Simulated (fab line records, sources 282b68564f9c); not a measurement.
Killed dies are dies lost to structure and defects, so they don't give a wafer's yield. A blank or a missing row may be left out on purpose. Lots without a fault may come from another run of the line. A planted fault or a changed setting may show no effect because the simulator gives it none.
A struck lot beside a sound one | flow rit_cmos | 17 steps out of a route of 202
Sound: wafers L625.2, L625.4, L625.5. Struck: wafer L630.6. (L630.1, L630.5 of the same lot were not struck and are left out.) The cause comes at the end.
At each step with rows: each side's tool, then ch and its chambers, then its first start. Under that, the readings that differ: sound wafers | struck wafers | difference of the means | sigmas: that difference in standard deviations of wafers without a fault.
alike: readings whose means differ by less than 2 such deviations, and words and numbers that are the same on both sides. not compared: withheld readings, readings that some wafer has no value for, bounds like >300 that may hide the same value, and numbers for which the record gives no deviation and whose values overlap.
The two part at a step that has a row with sigmas, a row that says differs or no value, or rows on one side only. Numbers that don't overlap but have no deviation are shown without sigmas and don't part them. A reading that every wafer of one side lacks parts them only if that side has two wafers or more.

first, 1 step without rows for these wafers: RIT_PSD_IMPLANT_08.
RIT_PSD_STRIP_09: strips in O2, time 180 s.
  sound on plasma_asher-01 ch 0,1, day 6 04:02; struck on plasma_asher-02 ch 0, day 7 05:10
  alike: drypump_motor_current_A
  not compared: rf_hours_counter_h
RIT_PSD_TW_MEAS_10:
  sound on film_metro-04, day 6 04:13; struck on film_metro-04, day 7 05:20
  alike: PSD_TW
then, 3 steps without rows for these wafers: RIT_SDANNEAL_CLEAN_00 (cleans in SC1, time 600 s); RIT_SDANNEAL_CLEAN_01 (cleans in dHF, time 31.35 s); RIT_SDANNEAL_CLEAN_02 (cleans in SC2, time 600 s).
RIT_SDANNEAL_RTA_03: time 5 s.
  sound on rtp_anneal-02 ch 0, day 6 04:39; struck on rtp_anneal-01 ch 0, day 7 05:46
  alike: wafer_temp_C_max
RIT_SDANNEAL_RS_MEAS_04: measures by four-point-probe.
  sound on film_metro-04, day 6 04:43; struck on film_metro-01, day 7 05:50
  alike: PSD_RS
RIT_SDANNEAL_RS_MEAS_05: measures by four-point-probe.
  sound on film_metro-04, day 6 04:50; struck on film_metro-01, day 7 05:57
  alike: NSD_RS
RIT_SDANNEAL_RS_MEAS_06: measures by four-point-probe.
  sound on film_metro-04, day 6 04:58; struck on film_metro-01, day 7 06:04
  alike: PLDD_RS
RIT_SDANNEAL_RS_MEAS_07: measures by four-point-probe.
  sound on film_metro-04, day 6 05:05; struck on film_metro-01, day 7 06:11
  alike: NLDD_RS
then, 1 step without rows for these wafers: RIT_SILICIDE_WET_ETCH_00 (etches SiO2 in BOE, target depth 14 nm, time 15 s).
RIT_SILICIDE_SPUTTER_01: material Ti, target thk 30 nm, time 240 s.
  sound on pvd_sputter-03, day 6 05:11; struck on pvd_sputter-01, day 7 06:19
  alike: throttle_valve_pct
RIT_SILICIDE_RS_MEAS_02: measures by four-point-probe.
  sound on film_metro-03, day 6 05:22; struck on film_metro-02, day 7 06:28
  reading                 | sound          | struck | difference | sigmas
  SILICIDE_TI_RS (ohm/sq) | 48.3 48.5 47.5 | 57.6   | +9.5       | +13
RIT_SILICIDE_THK_MEAS_03: measures by xrf.
  sound on film_metro-03, day 6 05:28; struck on film_metro-02, day 7 06:35
  reading              | sound          | struck | difference | sigmas
  SILICIDE_TI_THK (nm) | 30.0 29.9 30.5 | 26.6   | -3.5       | -9
RIT_SILICIDE_RTA_04: time 10 s, ramp up 5 s, ramp down 5 s.
  sound on rtp_anneal-01 ch 0, day 6 05:32; struck on rtp_anneal-02 ch 0, day 7 06:39
  alike: wafer_temp_C_max
RIT_M1_PROBE_99:
  sound on prober-01, day 6 12:15; struck on prober-02, day 7 13:29
  alike: killed_at_front_end, killed_dies, killed_open, killed_short

WHERE THEY PART
First at RIT_SILICIDE_RS_MEAS_02; last, within this record, at RIT_SILICIDE_THK_MEAS_03. Later steps at which nothing parts them and some readings are alike: RIT_SILICIDE_RTA_04, RIT_M1_PROBE_99.

WHY: what the simulator had put in
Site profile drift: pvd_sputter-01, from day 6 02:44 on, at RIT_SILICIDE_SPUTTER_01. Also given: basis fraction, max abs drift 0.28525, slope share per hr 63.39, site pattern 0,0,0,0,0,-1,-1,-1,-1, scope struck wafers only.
